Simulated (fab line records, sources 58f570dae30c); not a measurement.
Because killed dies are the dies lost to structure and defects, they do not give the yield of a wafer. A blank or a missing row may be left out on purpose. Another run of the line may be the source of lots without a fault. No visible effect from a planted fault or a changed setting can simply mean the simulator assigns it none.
Matching of chambers ; flow berkeley_cmos170 ; UCB170_ACTIVE_ETCH_15 on rie_diel-01: 4 sister chambers
The step etches Si3N4 in CH3F/Ar/O2, stops on SiO2, target depth 242 nm, time 151 s. 14 wafers are shown with their chamber, then 6 later ones without.

## WAFERS PAIRED WITH THEIR CHAMBERS
wafer;chamber;drypump_motor_current_A (A);throttle_valve_pct (%);run_length_s (s)
L931.3;3;4.9;8.02;179.5
L931.5;2;5.7;8.21;179.0
L931.6;1;5.8;8.02;180.1
L932.2;0;6.4;8.29;179.5
L932.4;3;5.0;8.00;179.5
L932.6;3;5.0;8.00;179.0
L933.2;3;5.0;7.98;179.0
L933.4;1;5.8;8.01;179.4
L933.5;2;5.7;8.19;179.3
L935.1;0;6.3;8.29;179.8
L935.3;1;5.7;8.02;179.7
L935.6;0;6.3;8.27;179.7
L942.1;2;5.7;8.19;178.9
L942.4;1;5.8;8.00;179.8

SIGNATURES (averages over the wafers above)
reading;chamber 0;chamber 1;chamber 2;chamber 3;scatter within a chamber
drypump_motor_current_A;6.333;5.775;5.700;4.975;0.0465
throttle_valve_pct;8.2833;8.0125;8.1967;8.0000;0.0127
run_length_s;179.667;179.750;179.067;179.250;0.252
Rule: a wafer lies at a distance from a chamber equal to the root of the sum of squares, over the readings, of (its reading less the chamber's mean, divided by the reading's scatter). If the next closest chamber is less than 2 further off than the closest, the wafer can't be placed; otherwise it belongs to the closest. The scatter: take each reading less its chamber's mean, square it, sum over the shown wafers, divide by the number of wafers less the number of chambers, and take the root.

## WAFERS MISSING THEIR CHAMBER
wafer;drypump_motor_current_A (A);throttle_valve_pct (%);run_length_s (s)
L942.5;5.0;8.01;179.4
L944.1;5.8;8.01;179.6
L944.2;6.3;8.30;179.6
L944.5;5.8;8.00;179.8
L945.2;5.7;8.20;179.2
L945.5;5.7;8.19;178.8

## EACH ONE'S CHAMBER
wafer;from the rows above;in truth
L942.5;3;3
L944.1;1;1
L944.2;0;0
L944.5;1;1
L945.2;2;2
L945.5;2;2
Correct placement for 6 of the 6. Can't be placed from these rows: 0. 0 placed wrongly.
